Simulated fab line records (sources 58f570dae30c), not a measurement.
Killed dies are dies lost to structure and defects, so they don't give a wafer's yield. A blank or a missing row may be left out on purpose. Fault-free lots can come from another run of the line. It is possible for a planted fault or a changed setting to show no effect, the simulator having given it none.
The tool behind it: which one? | flow berkeley_cmos170 | 6 lots, 18 wafers sampled, at 2 steps of a route of 331

== WHAT THE GAUGES SHOWED, per wafer ==
UCB170_ACTIVE_THK_MEAS_06.
lot  | measured    | on            | ACTIVE_NITRIDE_THK (nm)
L462 | day 4 07:28 | film_metro-04 | 222.6 220.3 220.5
L464 | day 4 15:57 | film_metro-03 | 216.9 214.7 215.1
L466 | day 5 04:45 | film_metro-04 | 221.4 222.3 222.9
L469 | day 5 17:02 | film_metro-02 | 218.1 216.9 219.5
L472 | day 6 09:32 | film_metro-04 | 208.7 206.7 208.5
L480 | day 8 06:17 | film_metro-04 | 218.2 217.8 217.3

== EACH LOT AND THE TOOL THAT RAN IT (in order: tool; ch and the chambers of the sampled wafers; start) ==
lot  | UCB170_ACTIVE_CVD_05
L462 | lpcvd-02 ch 1, day 4 05:32
L464 | lpcvd-02 ch 1, day 4 14:02
L466 | lpcvd-02 ch 1, day 5 02:50
L469 | lpcvd-01 ch 0, day 5 15:02
L472 | lpcvd-01 ch 0, day 6 07:37
L480 | lpcvd-02 ch 0, day 8 04:22
- UCB170_ACTIVE_CVD_05: deposits Si3N4 from SiH2Cl2/NH3, target thk 220 nm, time 3300 s.

== THE ANSWER, worked out from the rows above alone ==
Rule: the usual values come from the lots themselves. The widest of any qualifying gaps counts: lots, ordered by their means at a reading, are off when they make up no more than a third of the lots, leave a main group of 4 or more, and stand apart from it by 3 or more times the standard deviation of that group's means. The tables above print the reading to a certain number of digits; a main group whose means all agree to those digits is not used. A lot without any number at a reading at which 4 lots or more have one is off too. All remaining lots with rows at the step are treated as sound.
Off: L472, at UCB170_ACTIVE_THK_MEAS_06 (ACTIVE_NITRIDE_THK). For the main group the mean is 219.0 nm and the standard deviation 2.4.
A tool fits if, at a process step before that reading, it ran every lot that is off, and no sound lot after the first of them. Those tools and the gauges at UCB170_ACTIVE_THK_MEAS_06 are tried in the same way. One fits: UCB170_ACTIVE_CVD_05 on lpcvd-01. A fault onset in the window from L469 (day 5 15:02, its last sound lot) to L472 (day 6 07:37, its first lot off) fits.

== WHAT THE SIMULATOR PUT IN ==
lpcvd-01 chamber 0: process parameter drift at UCB170_ACTIVE_CVD_05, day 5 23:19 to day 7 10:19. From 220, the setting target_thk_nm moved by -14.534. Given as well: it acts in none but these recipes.
Struck lots among those shown: L472. The rule above reached the same finding.
